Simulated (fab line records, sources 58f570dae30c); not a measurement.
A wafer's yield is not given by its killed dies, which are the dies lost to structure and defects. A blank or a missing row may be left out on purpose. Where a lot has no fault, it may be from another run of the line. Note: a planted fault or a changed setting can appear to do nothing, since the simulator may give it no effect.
The same fault as seen by 2 desks	flow berkeley-cmos170	only its own numbers are on each desk; what lay behind them is given at the end

THE METROLOGY DESK
What the gauges read for every lot (on any tool): the sampled wafers with a number, averaged. If a lot's mean is further than 4 standard deviations from the usual mean, the lot is out of limits and carries the mark OUT (the distance appears in the brackets).
Columns: A = PSD_TW at UCB170_PSD_TW_MEAS_10, usual 2356; B = NSD_RS at UCB170_SDANNEAL_RS_MEAS_03, usual 37.27 ohm/sq; C = SILICIDE_TI_RS at UCB170_SILICIDE_RS_MEAS_02, usual 26.2 ohm/sq
lot	first seen here	A	B	C
L643	day 6 10:48	2348	37.32	26.2
L644	day 6 20:06	2342	37.16	26.1
L652	day 8 12:19	2385	37.34	26.2
L656	day 9 03:11	2366	37.37	25.9
L657	day 9 11:29	2354	37.28	25.5
L658	day 9 11:43	2388	37.29	26.3
L660	day 10 02:08	2323	37.19	26.2
L662	day 10 15:20	2379	37.33	26.1
L663	day 10 15:38	2319	37.30	26.1
L665	day 11 03:35	2330	37.17	26.2
Result from this desk: across the 10 lots, nothing is out of limits.

TOOL OWNER'S DESK, rie-diel-02
The tool's own readings at UCB170_CONTACT_ETCH_17 (etches BARC in N2/H2): means of the sampled wafers that have a number, for each lot that ran on this tool. If a lot's mean is further than 4 standard deviations from the usual mean, the lot is out of limits and carries the mark OUT (the distance appears in the brackets).
Columns: A = chamber-pressure-mTorr at UCB170_CONTACT_ETCH_17, usual 30.001 mTorr; B = drypump-motor-current-A at UCB170_CONTACT_ETCH_17, usual 6.0 A; C = oes-product-au at UCB170_CONTACT_ETCH_17, usual 0.998 a.u.; D = rf-fwd-power-W at UCB170_CONTACT_ETCH_17, usual 495.5 W; E = throttle-valve-pct at UCB170_CONTACT_ETCH_17, usual 13.23 %
lot	first seen here	A	B	C	D	E
L643	day 6 22:12	29.998	5.9	0.975	495.8	13.32
L652	day 8 21:05	32.029 (+75) OUT	5.9	0.980	495.7	13.31
L656	day 9 15:36	31.981 (+73) OUT	5.7	0.995	495.0	13.09
This desk's verdict: out of limits on L652, L656, starting with L652 at day 8 21:05 (chamber-pressure-mTorr at UCB170_CONTACT_ETCH_17). L643: within limits.

ALL TOGETHER
The tool owner's desk had the chance to raise an alarm at day 8 21:05 on L652, L656.
Nothing out of limits was seen by the metrology desk.
The metrology desk holds a record of L652, L656, inside its limits.
Of the lots named, all ran UCB170_CONTACT_ETCH_17 on rie-diel-02.

WHAT HAD BEEN PUT IN BY THE SIMULATOR
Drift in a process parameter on rie-diel-02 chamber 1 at UCB170_CONTACT_ETCH_17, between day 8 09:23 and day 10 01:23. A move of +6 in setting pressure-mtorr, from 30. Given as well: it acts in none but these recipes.
Struck lots among those shown: L652, L656.
Each desk's first reading out of limits, in hours after the fault started: the tool owner's desk, 12.
